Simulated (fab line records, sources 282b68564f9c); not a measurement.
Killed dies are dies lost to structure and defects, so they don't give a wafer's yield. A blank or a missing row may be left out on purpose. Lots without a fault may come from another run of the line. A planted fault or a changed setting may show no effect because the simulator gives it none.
fab line records | flow rit_cmos
record lots=14 wafers=42 last_day=7
route steps=202 shown FOX1@20 NRETRO@62 PRETRO@73 PSD@148 M1@202
lots that met no fault: from a run of the same line without faults
start_h: hours from the record's first day to the start of the lot's first wafer shown | wait_h: hours since the lot's step before | " the same as in the row above | L1.1+2: a row that stands for several wafers | - no value, or no start given | * or withheld: withheld | < > ~ a bound
route shown NAME@n: a module of which the file shows steps, and the number in the route of the first | usual: mean/standard deviation of fault-free wafers | same: alike in all rows | chamber/n: place in a boat | sites: the reading at each site | _std_site: their standard deviation | _edge_site: outer sites' mean less inner sites' | radius_mm: how far each site lies from the wafer's centre | mask NAME#n: copy n | behind: the tool/chamber that last shaped the wafer | hold: why the lot was held/for how many hours/how that ended | device: the transistor (n, p or np) that didn't switch | end of line: the same wafers' tests at the end of the route | a step without rows: its recipe alone | killed: dies lost to structure and defects at the first sort, not the wafer's yield | map: a wafer's dies, x killed, . not, _ none there
set.NAME: the setting as run; set.NAME@STEP: as run at that earlier step | model.NAME: the simulator's own value behind a step, which no gauge read
steps of the route over a sample of lots; a table a step, a row a wafer
services: from which hour (start_h, from the record's first day; less than 0 if before it) a tool's chamber was out of use, for how many hours, and why
## steps
# step RIT_FOX1_OXIDATION_00
# recipe temp_c=1100 ambient=H2O target_thk_a=3507 p_h2o_torr=720 ox_time_s=1130
# usual spike_tc_centre_C=1102.6/1 spike_tc_load_C=1129.1/1.5 spike_tc_source_C=1127.1/2.2 tube_center_temp_C=1100/0.1 tube_center_temp_C_max=1102.8/0.45 zone_power_load_pct=41.7/0.92
# columns lot.wafer tool chamber start_h wait_h spike_tc_centre_C spike_tc_load_C spike_tc_source_C tube_center_temp_C tube_center_temp_C_max zone_power_load_pct
L552.1 furnace-01 0 16.75 1.2 1102.3 1130.6 1130.4 1099.8 1101.9 41.0
L552.2 " 0 " " 1101.9 1130.9 1129.0 1100 1103.0 42.0
L552.5 " 0 " " 1101.9 1131.3 1129.4 1099.9 1102.7 42.4
L553.1 furnace-01 0 20.63 0.0 1102.1 1130.5 1130.6 1099.9 1102.6 41.6
L553.3 " 0 " " 1102.5 1131.3 1129.9 1099.9 1103.7 41.7
L553.6 " 0 " " 1102.5 1130.9 1128.4 1100 1103.0 41.0
L555.1 furnace-03 0 30.68 0.0 1101.4 1128.4 1125.7 1099.9 1102.5 43.4
L555.5 " 0 " " 1101.9 1128.9 1127.3 1100.2 1103.4 43.2
L555.6 " 0 " " 1102.1 1127.8 1124.5 1100 1102.8 42.8
L557.2 furnace-02 0 40.63 0.0 1102.7 1129.0 1124.1 1099.9 1103.0 40.4
L557.3 " 0 " " 1103.1 1127.8 1125.5 1099.9 1103.0 41.3
L557.4 " 0 " " 1103.1 1128.3 1123.3 1099.8 1103.1 41.4
L558.2 furnace-02 0 46.12 0.6 1100.7 1129.2 1125.6 1100 1103.0 41.1
L558.4 " 0 " " 1103.0 1128.8 1126.9 1100.1 1102.8 41.4
L558.5 " 0 " " 1104.3 1128.8 1124.8 1100.1 1102.8 41.1
L559.1 furnace-01 0 50.52 0.0 1102.8 1131.7 1129.9 1100.3 1102.5 41.5
L559.2 " 0 " " 1102.2 1132.5 1130.1 1100.1 1103.0 41.1
L559.3 " 0 " " 1101.9 1130.2 1130.1 1100.1 1102.3 42.0
L560.1 furnace-03 0 57.05 1.4 1102.1 1128.6 1129.0 1100 1103.4 43.2
L560.2 " 0 " " 1103.6 1127.9 1124.3 1100.1 1102.5 42.8
L560.3 " 0 " " 1102.2 1128.1 1125.3 1099.8 1101.8 42.6
L561.3 furnace-01 0 60.52 0.0 1102.7 1129.8 1131.3 1100 1102.8 41.9
L561.4 " 0 " " 1101.0 1128.9 1128.6 1099.9 1102.4 41.7
L561.5 " 0 " " 1103.8 1131.3 1130.1 1099.8 1103.1 41.7
L565.4 furnace-02 0 81.00 0.5 1077.0 1102.9 1101.3 1075 1077.9 38.9
L565.5 " 0 " " 1077.6 1104.4 1101.3 1075.1 1077.9 38.7
L565.6 " 0 " " 1078.0 1103.5 1101.4 1074.9 1077.5 38.4
L566.1 furnace-02 0 85.63 0.0 1077.5 1104.8 1100.6 1075.1 1078.4 38.9
L566.2 " 0 " " 1077.3 1104.2 1098.5 1074.8 1077.6 38.9
L566.3 " 0 " " 1079.0 1102.2 1100.9 1075 1077.6 38.0
L569.1 furnace-01 0 101.59 0.7 1103.1 1131.1 1129.5 1099.9 1102.5 41.6
L569.4 " 0 " " 1101.9 1131.2 1129.5 1100 1102.7 41.3
L569.5 " 0 " " 1103.1 1130.1 1129.5 1099.9 1103.2 40.8
L570.3 furnace-03 0 105.67 0.0 1102.8 1127.9 1126.2 1100 1103.9 43.0
L570.5 " 0 " " 1101.7 1128.5 1126.9 1100 1102.1 43.0
L570.6 " 0 " " 1102.7 1129.3 1126.3 1100.1 1103.5 44.0
L571.1 furnace-01 0 110.63 0.0 1100.2 1129.6 1128.7 1099.9 1102.6 41.7
L571.2 " 0 " " 1102.3 1131.1 1128.6 1099.9 1102.6 41.5
L571.4 " 0 " " 1103.1 1129.3 1130.2 1099.9 1102.1 42.4
L573.1 furnace-03 0 120.50 0.0 1103.5 1126.7 1126.7 1100.2 1102.7 43.1
L573.3 " 0 " " 1103.4 1128.0 1125.8 1100 1102.5 43.2
L573.6 " 0 " " 1104.0 1129.0 1125.8 1100.1 1102.9 43.8
# step RIT_FOX1_THK_MEAS_01
# recipe reads=SiO2_of_FOX1_OXIDATION_00
# usual FOX1_OXIDE_THK=355/7.4
# columns lot.wafer tool chamber start_h wait_h FOX1_OXIDE_THK[nm]
L552.1 film_metro-02 - 18.07 0.0 350
L552.2 " - " " 356
L552.5 " - " " 351
L553.1 film_metro-04 - 21.94 0.0 351
L553.3 " - " " 357
L553.6 " - " " 349
L555.1 film_metro-04 - 32.00 0.0 352
L555.5 " - " " 351
L555.6 " - " " 352
L557.2 film_metro-04 - 41.95 0.0 358
L557.3 " - " " 357
L557.4 " - " " 356
L558.2 film_metro-02 - 47.45 0.0 357
L558.4 " - " " 361
L558.5 " - " " 361
L559.1 film_metro-01 - 51.83 0.0 357
L559.2 " - " " 358
L559.3 " - " " 352
L560.1 film_metro-01 - 58.37 0.0 372
L560.2 " - " " 373
L560.3 " - " " 373
L561.3 film_metro-02 - 61.85 0.0 345
L561.4 " - " " 342
L561.5 " - " " 347
L565.4 film_metro-01 - 82.35 0.0 314
L565.5 " - " " 310
L565.6 " - " " 314
L566.1 film_metro-02 - 86.94 0.0 316
L566.2 " - " " 316
L566.3 " - " " 311
L569.1 film_metro-02 - 102.91 0.0 360
L569.4 " - " " 365
L569.5 " - " " 359
L570.3 film_metro-02 - 107.00 0.0 343
L570.5 " - " " 345
L570.6 " - " " 339
L571.1 film_metro-02 - 111.94 0.0 363
L571.2 " - " " 363
L571.4 " - " " 363
L573.1 film_metro-02 - 121.82 0.0 354
L573.3 " - " " 362
L573.6 " - " " 359
# step RIT_NRETRO_STRIP_09
# recipe chemistry=O2 time_s=180 resist=NOVOLAK platen_temp_c=withheld power_w=500 pressure_mtorr=4000 o2_flow_sccm=4000
# usual drypump_motor_current_A=5.5/0.39
# columns lot.wafer tool chamber start_h wait_h drypump_motor_current_A rf_hours_counter_h
L552.1 plasma_asher-04 0 30.24 0.1 5.9 40
L552.2 " 1 " " 5.7 40
L552.5 " 1 " " 5.7 -
L553.1 plasma_asher-04 0 35.30 0.1 5.9 41
L553.3 " 1 " " 5.7 -
L553.6 " 0 " " 5.9 -
L555.1 plasma_asher-02 1 44.32 0.1 5.1 43
L555.5 " 0 " " 6.2 -
L555.6 " 1 " " 5.2 -
L557.2 plasma_asher-01 1 54.42 0.1 5.2 18
L557.3 " 0 " " 5.2 -
L557.4 " 1 " " 5.1 -
L558.2 plasma_asher-02 0 60.10 0.1 6.2 45
L558.4 " 1 " " 5.2 -
L558.5 " 0 " " 6.2 -
L559.1 plasma_asher-02 1 64.55 0.2 5.1 45
L559.2 " 0 " " 6.2 45
L559.3 " 1 " " 5.1 -
L560.1 plasma_asher-04 1 70.80 0.1 5.7 45
L560.2 " 0 " " 5.9 45
L560.3 " 0 " " 5.9 -
L561.3 plasma_asher-02 1 74.25 0.1 5.1 -
L561.4 " 0 " " 6.2 -
L561.5 " 1 " " 5.2 -
L565.4 plasma_asher-04 1 95.04 0.1 5.7 -
L565.5 " 0 " " 5.9 -
L565.6 " 1 " " 5.7 -
L566.1 plasma_asher-01 1 99.78 0.1 5.2 23
L566.2 " 0 " " 5.2 23
L566.3 " 1 " " 5.2 -
L569.1 plasma_asher-02 0 115.44 0.1 6.2 51
L569.4 " 0 " " 6.1 -
L569.5 " 0 " " 6.2 -
L570.3 plasma_asher-01 1 120.13 0.1 5.2 -
L570.5 " 1 " " 5.2 -
L570.6 " 0 " " 5.2 -
L571.1 plasma_asher-01 1 125.15 0.1 5.2 26
L571.2 " 0 " " 5.2 26
L571.4 " 1 " " 5.2 -
L573.1 plasma_asher-04 1 135.01 0.1 5.7 2
L573.3 " 0 " " 5.9 -
L573.6 " 1 " " 5.7 -
# step RIT_PRETRO_STRIP_09
# recipe chemistry=O2 time_s=180 resist=NOVOLAK platen_temp_c=withheld power_w=500 pressure_mtorr=4000 o2_flow_sccm=4000
# usual drypump_motor_current_A=5.5/0.51
# columns lot.wafer tool chamber start_h wait_h drypump_motor_current_A rf_hours_counter_h
L552.1 plasma_asher-02 1 31.91 0.1 5.1 42
L552.2 " 0 " " 6.1 42
L552.5 " 0 " " 6.1 -
L553.1 plasma_asher-02 1 37.17 0.1 5.2 43
L553.3 " 1 " " 5.1 -
L553.6 " 1 " " 5.2 -
L555.1 plasma_asher-01 0 46.00 0.1 5.2 17
L555.5 " 1 " " 5.2 -
L555.6 " 0 " " 5.2 -
L557.2 plasma_asher-01 1 55.98 0.1 5.2 18
L557.3 " 1 " " 5.2 -
L557.4 " 0 " " 5.2 -
L558.2 plasma_asher-03 0 61.94 0.1 6.6 44
L558.4 " 1 " " 5.7 -
L558.5 " 0 " " 6.7 -
L559.1 plasma_asher-02 0 66.10 0.1 6.2 46
L559.2 " 1 " " 5.1 46
L559.3 " 1 " " 5.1 -
L560.1 plasma_asher-02 0 72.47 0.1 6.2 46
L560.2 " 1 " " 5.2 46
L560.3 " 0 " " 6.2 -
L561.3 plasma_asher-02 1 75.80 0.1 5.1 -
L561.4 " 0 " " 6.2 -
L561.5 " 1 " " 5.2 -
L565.4 plasma_asher-01 0 96.59 0.1 5.2 -
L565.5 " 0 " " 5.2 -
L565.6 " 1 " " 5.2 -
L566.1 plasma_asher-01 1 101.54 0.1 5.2 23
L566.2 " 0 " " 5.2 23
L566.3 " 1 " " 5.1 -
L569.1 plasma_asher-01 1 117.02 0.1 5.2 25
L569.4 " 0 " " 5.2 -
L569.5 " 1 " " 5.2 -
L570.3 plasma_asher-01 0 121.98 0.1 5.2 -
L570.5 " 0 " " 5.2 -
L570.6 " 1 " " 5.2 -
L571.1 plasma_asher-02 0 126.70 0.1 6.2 52
L571.2 " 1 " " 5.1 52
L571.4 " 0 " " 6.2 -
L573.1 plasma_asher-03 0 136.56 0.1 6.7 52
L573.3 " 0 " " 6.7 -
L573.6 " 1 " " 5.7 -
# step RIT_PSD_OVL_MEAS_06
# usual PSD_OVL=0.1/1.2
# columns lot.wafer tool chamber start_h wait_h PSD_OVL[nm]
L552.1 overlay-01 - 48.47 - -0.2
L552.2 " - " " 0.3
L552.5 " - " " -1.7
L553.1 overlay-02 - 54.26 - 1.1
L553.3 " - " " 0.0
L553.6 " - " " 0.1
L555.1 overlay-02 - 64.00 - -1.2
L555.5 " - " " -0.2
L555.6 " - " " -0.3
L557.2 overlay-02 - 73.15 - -2.9
L557.3 " - " " -1.0
L557.4 " - " " -2.7
L558.2 overlay-02 - 78.67 - 0.0
L558.4 " - " " 0.0
L558.5 " - " " 1.6
L559.1 overlay-02 - 83.14 - -1.2
L559.2 " - " " -0.2
L559.3 " - " " -0.9
L560.1 overlay-02 - 89.04 - -1.3
L560.2 " - " " -3.4
L560.3 " - " " 0.4
L561.3 overlay-02 - 93.06 - 0.1
L561.4 " - " " 0.7
L561.5 " - " " 2.5
L565.4 overlay-02 - 113.09 - -0.6
L565.5 " - " " 1.0
L565.6 " - " " 1.5
L566.1 overlay-02 - 118.80 - 0.9
L566.2 " - " " 0.9
L566.3 " - " " 0.5
L569.1 overlay-01 - 134.62 - -0.1
L569.4 " - " " 0.2
L569.5 " - " " 0.0
L570.3 overlay-02 - 138.80 - 1.3
L570.5 " - " " 0.8
L570.6 " - " " 1.0
L571.1 overlay-02 - 143.15 - 2.1
L571.2 " - " " 0.4
L571.4 " - " " 0.6
L573.1 overlay-02 - 153.78 - 0.6
L573.3 " - " " 0.8
L573.6 " - " " 0.4
# step RIT_M1_PROBE_99
# usual killed_at_contacts=0.1/0.26 killed_at_front_end=7.5/2.8 killed_dies=7.6/2.8 killed_open=3.9/2.1 killed_short=3.7/1.7
# same gross_dies=264 killed_at_M0_to_M3=0 killed_at_M4_up=0 killed_at_back_side=0 killed_at_other=0
# columns lot.wafer tool chamber start_h wait_h killed_at_contacts killed_at_front_end killed_dies killed_open killed_short
L559.1 prober-02 - 91.78 0.1 0 3 3 1 2
L559.2 prober-02 - 91.83 0.1 0 9 9 3 6
L559.3 prober-02 - 91.88 0.2 1 13 14 8 6
L561.3 prober-02 - 101.81 0.2 0 9 9 5 4
L561.4 prober-02 - 101.86 0.2 0 11 11 5 6
L561.5 prober-02 - 101.91 0.2 0 10 10 4 6
L573.1 prober-02 - 162.73 0.1 0 8 8 4 3
L573.3 prober-02 - 162.83 0.2 0 8 8 3 5
L573.6 prober-02 - 162.98 0.2 0 4 4 2 2
# killed by level:class
L559.1 GATE:geometric_particle:short=2 GATE:geometric_particle:open=1
L559.2 FOX2:geometric_particle:short=3 GATE:geometric_particle:open=2 GATE:geometric_particle:short=1 REOX:geometric_particle:open=1 REOX:geometric_particle:short=1 SILICIDE:geometric_particle:short=1
L559.3 GATE:geometric_particle:open=4 REOX:geometric_particle:open=2 REOX:geometric_particle:short=2 SILICIDE:geometric_particle:short=2 SILICIDE:geometric_particle:open=2 GATE:geometric_particle:short=1 CONTACT:geometric_particle:short=1
L561.3 GATE:geometric_particle:open=3 REOX:geometric_particle:short=2 REOX:geometric_particle:open=1 SPACER:geometric_particle:short=1 SPACER:geometric_particle:open=1 SILICIDE:geometric_particle:short=1
L561.4 GATE:geometric_particle:open=3 GATE:geometric_particle:short=3 SPACER:geometric_particle:short=2 FOX1:geometric_particle:short=1 FOX2:geometric_particle:open=1 REOX:geometric_particle:open=1
L561.5 GATE:geometric_particle:open=3 SILICIDE:geometric_particle:short=3 GATE:geometric_particle:short=1 REOX:geometric_particle:short=1 REOX:geometric_particle:open=1 SPACER:geometric_particle:short=1
L573.1 GATE:geometric_particle:open=3 GATE:geometric_particle:short=2 FOX2:geometric_particle:open=1 REOX:geometric_particle:short=1 NLDD:coat_microbubble_printed=1
L573.3 GATE:geometric_particle:short=3 SILICIDE:geometric_particle:short=2 FOX2:geometric_particle:open=1 GATE:geometric_particle:open=1 SILICIDE:geometric_particle:open=1
L573.6 FOX2:geometric_particle:short=1 GATE:geometric_particle:short=1 REOX:geometric_particle:open=1 SILICIDE:geometric_particle:open=1
## services
# columns tool chamber start_h hours kind
furnace-01 - 4.94 4.0 pm
furnace-03 - 23.36 2.7 pm
furnace-02 - 107.05 2.6 pm
plasma_asher-04 - 108.75 9.0 pm
plasma_asher-04 0 108.75 9.0 vent_cycle
plasma_asher-04 1 108.75 9.0 vent_cycle
plasma_asher-04 0 117.75 - clean
plasma_asher-04 1 117.75 - clean
plasma_asher-03 - 132.28 2.8 pm
## key
first_sign step=RIT_FOX1_OXIDATION_00 reading=tube_center_temp_C direction=down sigmas=99+ usual=* struck=*
effect step=RIT_FOX1_OXIDATION_00 reading=tube_center_temp_C_max direction=down sigmas=56 usual=* struck=*
effect step=RIT_FOX1_THK_MEAS_01 reading=FOX1_OXIDE_THK direction=down sigmas=5.6 usual=355 struck=314
met_at RIT_FOX1_OXIDATION_00
struck_lots L565,L566
tester_left_out L565,L566
not_acting_at RIT_NRETRO_STRIP_09,RIT_PRETRO_STRIP_09,RIT_PSD_OVL_MEAS_06
onset_between 46.12 81.00
fault kind=process_parameter_drift tool=furnace-02 chamber=- onset_h=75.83 steps=RIT_FOX1_OXIDATION_00 channel=temp_c offset=* shape=step end_h=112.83 acts_in=* stated=*
# tester_left_out: of these lots the tester's yield and bins aren't shown, on N5 and GAA mostly nor the transistor test; their killed dies are dies lost to structure and defects alone, not to doping, threshold or leakage, so they don't give the yield
